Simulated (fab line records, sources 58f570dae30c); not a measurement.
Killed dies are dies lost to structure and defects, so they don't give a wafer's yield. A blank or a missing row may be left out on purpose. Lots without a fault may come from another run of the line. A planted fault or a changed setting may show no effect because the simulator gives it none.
A struck lot beside a sound one | flow berkeley_cmos170 | 14 steps out of a route of 331
Sound: wafers L529.1, L529.3, L529.5. Struck: wafers L543.2, L543.3, L543.5. The cause comes at the end.
At each step with rows: each side's tool, then ch and its chambers, then its first start. Under that, the readings that differ: sound wafers | struck wafers | difference of the means | sigmas: that difference in standard deviations of wafers without a fault.
alike: readings whose means differ by less than 2 such deviations, and words and numbers that are the same on both sides. not compared: withheld readings, readings that some wafer has no value for, bounds like >300 that may hide the same value, and numbers for which the record gives no deviation and whose values overlap.
The two part at a step that has a row with sigmas, a row that says differs or no value, or rows on one side only. Numbers that don't overlap but have no deviation are shown without sigmas and don't part them. A reading that every wafer of one side lacks parts them only if that side has two wafers or more.

first, 1 step without rows for these wafers: UCB170_GATE_CVD_04 (deposits poly-Si from SiH4, time 1440 s, target thk 214 nm).
UCB170_GATE_THK_MEAS_05:
  sound on film_metro-04, day 6 09:40; struck on film_metro-03, day 9 02:18
  alike: GATE_POLY_THK
then, 6 steps without rows for these wafers: UCB170_GATE_COAT_06; UCB170_GATE_COAT_07 (resist thk 900 nm); UCB170_GATE_SOFTBAKE_08 (time 60 s); UCB170_GATE_EXPOSE_09 (exposes mask POLY, target cd 350 nm); UCB170_GATE_PEB_10; UCB170_GATE_DEVELOP_11 (develop time 45 s).
UCB170_GATE_CD_MEAS_12: target cd 350 nm.
  sound on cd_sem-01, day 6 10:49; struck on cd_sem-01, day 9 04:47
  alike: cd_nm
UCB170_GATE_OVL_MEAS_13:
  sound on overlay-02, day 6 10:56; struck on overlay-01, day 9 04:54
  alike: GATE_OVL
UCB170_GATE_ETCH_14: etches BARC in N2/H2.
  sound on rie_diel-01 ch 0,2, day 6 10:59; struck on rie_diel-01 ch 2,3, day 9 04:56
  alike: drypump_motor_current_A, oes_product_au, throttle_valve_pct
UCB170_GATE_ETCH_15: etches poly-Si in HBr/Cl2, stops on SiO2, time 56.3 s, target depth 278.2 nm.
  sound on rie_si-02 ch 0,2, day 6 11:01; struck on rie_si-01 ch 0,1, day 9 04:58
  alike: drypump_motor_current_A, oes_product_au, throttle_valve_pct
  not compared: rf_hours_counter_h
UCB170_GATE_STRIP_16: strips in O2.
  sound on plasma_asher-04 ch 0,1, day 6 11:04; struck on plasma_asher-01 ch 0,1, day 9 05:01
  no value came back on the struck wafers for chamber_pressure_mTorr (mTorr), drypump_motor_current_A (A), oes_product_au (a.u.); on the sound wafers chamber_pressure_mTorr (mTorr) reads 3502 3499 3503
  reading                               | sound | struck            | difference | sigmas
  model.KrF_of_GATE_COAT_07.thk_nm (nm) | 0 0 0 | 779.5 778.8 780.6 | +779.6     |
  not compared: rf_hours_counter_h
UCB170_GATE_CD_MEAS_90: target cd 350 nm.
  sound on cd_sem-02, day 6 11:10; struck on cd_sem-01, day 9 05:38
  alike: cd_nm

WHERE THEY PART
Only at UCB170_GATE_STRIP_16, within this record. Later steps at which nothing parts them and some readings are alike: UCB170_GATE_CD_MEAS_90.

WHY: what the simulator had put in
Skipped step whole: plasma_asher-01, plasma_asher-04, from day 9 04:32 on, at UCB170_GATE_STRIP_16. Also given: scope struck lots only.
